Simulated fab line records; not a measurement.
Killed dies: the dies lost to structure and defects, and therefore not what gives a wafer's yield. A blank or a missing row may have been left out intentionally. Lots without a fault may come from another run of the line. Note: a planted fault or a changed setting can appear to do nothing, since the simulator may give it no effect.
Which tool is to blame? + flow berkeley cmos170 + 14 lots with 42 wafers sampled at 3 steps, on a route of 331 steps

## WHAT THE GAUGES SHOWED, per wafer
UCB170_ACTIVE_THK_MEAS_03.
| lot  | measured    | on            | ACTIVE_OXIDE_THK (nm) |
|------|-------------|---------------|-----------------------|
| L870 | day 3 06:11 | film metro-01 | 26.1 25.8 26.1        |
| L873 | day 4 01:46 | film metro-02 | 25.6 26.3 26.4        |
| L880 | day 5 16:25 | film metro-02 | 26.6 26.4 26.3        |
| L878 | day 5 16:25 | film metro-01 | 26.8 27.0 27.6        |
| L879 | day 5 16:26 | film metro-03 | 27.5 27.4 26.9        |
| L882 | day 6 03:56 | film metro-01 | 26.1 26.0 25.7        |
| L883 | day 6 03:57 | film metro-02 | 26.4 26.4 26.3        |
| L884 | day 6 16:13 | film metro-02 | 26.7 26.8 26.9        |
| L885 | day 6 16:14 | film metro-03 | 26.4 26.8 26.9        |
| L887 | day 7 09:12 | film metro-01 | 25.8 25.3 25.7        |
| L889 | day 8 01:40 | film metro-01 | 26.7 26.7 26.6        |
| L890 | day 8 01:40 | film metro-03 | 26.2 26.1 26.2        |
| L892 | day 8 08:27 | film metro-03 | 26.8 26.4 26.9        |
| L893 | day 8 12:29 | film metro-03 | 26.4 26.1 25.7        |

UCB170_SDANNEAL_RS_MEAS_05: uses a four-point probe to measure.
| lot  | measured     | on            | NLDD_RS (ohm/sq)  |
|------|--------------|---------------|-------------------|
| L870 | day 6 01:26  | film metro-02 | 615.9 616.3 616.0 |
| L873 | day 7 05:29  | film metro-02 | 615.7 615.7 616.7 |
| L880 | day 8 20:31  | film metro-03 | 614.6 617.1 615.0 |
| L878 | day 8 15:08  | film metro-02 | 613.9 614.6 614.1 |
| L879 | day 8 14:54  | film metro-03 | 616.3 614.6 617.7 |
| L882 | day 9 00:24  | film metro-01 | 613.5 614.1 614.2 |
| L883 | day 8 23:55  | film metro-03 | 613.9 616.5 614.2 |
| L884 | day 9 17:20  | film metro-01 | 614.5 613.9 614.1 |
| L885 | day 9 17:22  | film metro-03 | 618.8 616.2 618.1 |
| L887 | day 10 05:26 | film metro-01 | 616.2 614.6 614.5 |
| L889 | day 10 23:07 | film metro-03 | 616.1 615.8 615.7 |
| L890 | day 10 22:40 | film metro-01 | 613.5 613.4 614.1 |
| L892 | day 11 08:31 | film metro-03 | 615.5 616.5 613.6 |
| L893 | day 11 11:29 | film metro-01 | 614.7 614.8 615.1 |

## TOOL THAT RAN EACH LOT (tool first, then ch and the chambers of the sampled wafers, then the start)
| lot  | UCB170_SCREENOX_OXIDATION_01 |
|------|------------------------------|
| L870 | furnace-02 ch 0, day 4 08:08 |
| L873 | furnace-04 ch 0, day 5 07:04 |
| L880 | furnace-01 ch 0, day 7 04:30 |
| L878 | furnace-02 ch 0, day 6 19:36 |
| L879 | furnace-02 ch 0, day 6 19:36 |
| L882 | furnace-01 ch 0, day 7 12:31 |
| L883 | furnace-01 ch 0, day 7 12:31 |
| L884 | furnace-01 ch 0, day 8 03:43 |
| L885 | furnace-01 ch 0, day 8 03:43 |
| L887 | furnace-04 ch 0, day 8 16:52 |
| L889 | furnace-01 ch 0, day 9 09:07 |
| L890 | furnace-01 ch 0, day 9 09:07 |
| L892 | furnace-01 ch 0, day 9 16:22 |
| L893 | furnace-02 ch 0, day 9 23:04 |
- UCB170_SCREENOX_OXIDATION_01: target thk 14.4 nm, ox time 2400 s.

## WHAT THE TOOLS THEMSELVES READ (means of the sampled wafers that have a number; where no wafer has one, the mark that the record gives instead)
UCB170_SCREENOX_OXIDATION_01.
| lot  | tool       | spike tc source C (C) |
|------|------------|-----------------------|
| L870 | furnace-02 | 920.8                 |
| L873 | furnace-04 | 926.7                 |
| L880 | furnace-01 | 923.7                 |
| L878 | furnace-02 | 920.9                 |
| L879 | furnace-02 | 920.5                 |
| L882 | furnace-01 | 923.2                 |
| L883 | furnace-01 | 923.2                 |
| L884 | furnace-01 | 923.7                 |
| L885 | furnace-01 | 924.2                 |
| L887 | furnace-04 | 927.4                 |
| L889 | furnace-01 | 923.7                 |
| L890 | furnace-01 | 923.1                 |
| L892 | furnace-01 | 924.3                 |
| L893 | furnace-02 | 921.7                 |

## THE ANSWER, worked out from the rows above alone
Rule: the lots themselves supply what counts as usual. The widest of any qualifying gaps counts: lots, ordered by their means at a reading, are off when they make up no more than a third of the lots, leave a main group of 4 or more, and stand apart from it by 3 or more times the standard deviation of that group's means. Not used: any main group whose means are identical at the precision the tables above print for the reading. A lot without any number at a reading at which 4 lots or more have one is off too. Any other lot the step has rows for is counted as sound. After the gauges, taken in route order, come the tools' own readings; for these a lot's mean is taken, as printed above. At the first step where some lot is off, the reading lying furthest off is the one used; lots without a number count as furthest.
Across all readings shown, no lot is off: no conclusion can be drawn from this.

## WHAT HAD BEEN PUT IN BY THE SIMULATOR
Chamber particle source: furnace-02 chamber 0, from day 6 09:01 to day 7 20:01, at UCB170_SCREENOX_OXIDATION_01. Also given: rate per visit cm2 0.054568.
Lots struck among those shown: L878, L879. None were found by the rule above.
